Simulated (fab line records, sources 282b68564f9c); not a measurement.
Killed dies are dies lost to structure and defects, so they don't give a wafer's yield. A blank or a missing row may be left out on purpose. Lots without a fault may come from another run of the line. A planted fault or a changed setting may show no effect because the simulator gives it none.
A struck lot beside a sound one | flow rit_cmos | 27 steps out of a route of 202
Sound: wafers L826.1, L826.3, L826.5. Struck: wafers L832.2, L832.3, L832.5. The cause comes at the end.
At each step with rows: each side's tool, then ch and its chambers, then its first start. Under that, the readings that differ: sound wafers | struck wafers | difference of the means | sigmas: that difference in standard deviations of wafers without a fault.
alike: readings whose means differ by less than 2 such deviations, and words and numbers that are the same on both sides. not compared: withheld readings, readings that some wafer has no value for, bounds like >300 that may hide the same value, and numbers for which the record gives no deviation and whose values overlap.
The two part at a step that has a row with sigmas, a row that says differs or no value, or rows on one side only. Numbers that don't overlap but have no deviation are shown without sigmas and don't part them. A reading that every wafer of one side lacks parts them only if that side has two wafers or more.

first, 4 steps without rows for these wafers: RIT_CONTACT_SOFTBAKE_04 (time 60 s); RIT_CONTACT_EXPOSE_05 (exposes mask M11, target cd 1000 nm); RIT_CONTACT_PEB_06; RIT_CONTACT_DEVELOP_07 (develop time 120 s).
RIT_CONTACT_CD_MEAS_08: target cd 1000 nm.
  sound on cd_sem-01, day 3 03:54; struck on cd_sem-02, day 4 20:36
  alike: cd_nm
RIT_CONTACT_OVL_MEAS_09:
  sound on overlay-01, day 3 04:01; struck on overlay-02, day 4 20:43
  alike: CONTACT_OVL
then, 1 step without rows for these wafers: RIT_CONTACT_HARDBAKE_10 (time 60 s).
RIT_CONTACT_ETCH_11: etches SiO2 in CHF3/CF4/Ar, stops on TiSi2, target depth 480 nm, time 320 s.
  sound on rie_diel-04 ch 0,2, day 3 04:12; struck on rie_diel-04 ch 0,1,3, day 4 20:53
  alike: O2_flow_sccm, drypump_motor_current_A, oes_product_au, throttle_valve_pct
  not compared: rf_hours_counter_h
RIT_CONTACT_STRIP_12: strips in O2, time 180 s.
  sound on plasma_asher-03 ch 0,1, day 3 04:24; struck on plasma_asher-02 ch 0,1, day 4 21:05
  alike: drypump_motor_current_A
  not compared: rf_hours_counter_h
RIT_CONTACT_CD_MEAS_90: target cd 1000 nm.
  sound on cd_sem-02, day 3 04:34; struck on cd_sem-01, day 4 21:17
  alike: cd_nm
then, 2 steps without rows for these wafers: RIT_CONTACT_CLEAN_13 (cleans in SC1, time 600 s); RIT_CONTACT_CLEAN_14 (cleans in SC2, time 600 s).
RIT_M1_SPUTTER_00: material Al, target thk 400 nm, time 500 s.
  sound on pvd_sputter-01, day 3 05:04; struck on pvd_sputter-01, day 4 21:44
  reading                               | sound                | struck               | difference | sigmas
  cathode_dc_power_W (W)                | 2000.3 2000.2 1999.2 | 2047.1 2048.2 2046.8 | +47.5      | +99 or more
  model.Al_of_M1_SPUTTER_00.thk_nm (nm) | 396.5 401.1 398.7    | 406.1 411.3 405.8    | +9.0       |
  alike: throttle_valve_pct
RIT_M1_RS_MEAS_01: measures by four-point-probe.
  sound on film_metro-03, day 3 05:21; struck on film_metro-03, day 4 22:04
  reading           | sound                | struck               | difference | sigmas
  M1_AL_RS (ohm/sq) | 0.0741 0.0733 0.0738 | 0.0724 0.0715 0.0725 | -0.0016    | -2
RIT_M1_THK_MEAS_02: measures by xrf.
  sound on film_metro-03, day 3 05:28; struck on film_metro-03, day 4 22:10
  alike: M1_AL_THK
then, 6 steps without rows for these wafers: RIT_M1_HMDS_03 (prime time 60 s); RIT_M1_COAT_04 (resist thk 1300 nm); RIT_M1_SOFTBAKE_05 (time 60 s); RIT_M1_EXPOSE_06 (exposes mask M12, target cd 2600 nm); RIT_M1_PEB_07; RIT_M1_DEVELOP_08 (develop time 68 s).
RIT_M1_CD_MEAS_09: target cd 2600 nm.
  sound on cd_sem-01, day 3 06:32; struck on cd_sem-01, day 4 23:07
  alike: cd_nm
RIT_M1_OVL_MEAS_10:
  sound on overlay-02, day 3 06:40; struck on overlay-01, day 4 23:14
  reading     | sound          | struck      | difference | sigmas
  M1_OVL (nm) | -1.4 -1.1 -1.1 | 3.8 4.3 1.7 | +4.5       | +3
then, 1 step without rows for these wafers: RIT_M1_HARDBAKE_11 (time 120 s).
RIT_M1_METAL_ETCH_12: etches Al in Cl2/BCl3, stops on SiO2, time 165 s, target depth 600 nm.
  sound on rie_metal-04 ch 0,1, day 3 07:05; struck on rie_metal-04 ch 0,1, day 4 23:31
  reading                        | sound             | struck            | difference | sigmas
  model.etch.depth_nm (nm)       | 396.5 401.1 398.7 | 406.1 411.3 405.8 | +9.0       |
  model.M1.feature_depth_nm (nm) | 429 432.3 431.4   | 437.4 443.4 437.4 | +8.5       |
  alike: drypump_motor_current_A, oes_product_au, throttle_valve_pct
  not compared: rf_hours_counter_h
then, 1 step without rows for these wafers: RIT_M1_STRIP_13 (strips in nmp, time 600 s).
RIT_M1_PROBE_99:
  sound on prober-01, day 3 09:20; struck on prober-01, day 5 01:52
  alike: killed_at_front_end, killed_dies, killed_open, killed_short

WHERE THEY PART
First at RIT_M1_SPUTTER_00; last, within this record, at RIT_M1_OVL_MEAS_10. Later steps at which nothing parts them and some readings are alike: RIT_M1_METAL_ETCH_12, RIT_M1_PROBE_99.

WHY: what the simulator had put in
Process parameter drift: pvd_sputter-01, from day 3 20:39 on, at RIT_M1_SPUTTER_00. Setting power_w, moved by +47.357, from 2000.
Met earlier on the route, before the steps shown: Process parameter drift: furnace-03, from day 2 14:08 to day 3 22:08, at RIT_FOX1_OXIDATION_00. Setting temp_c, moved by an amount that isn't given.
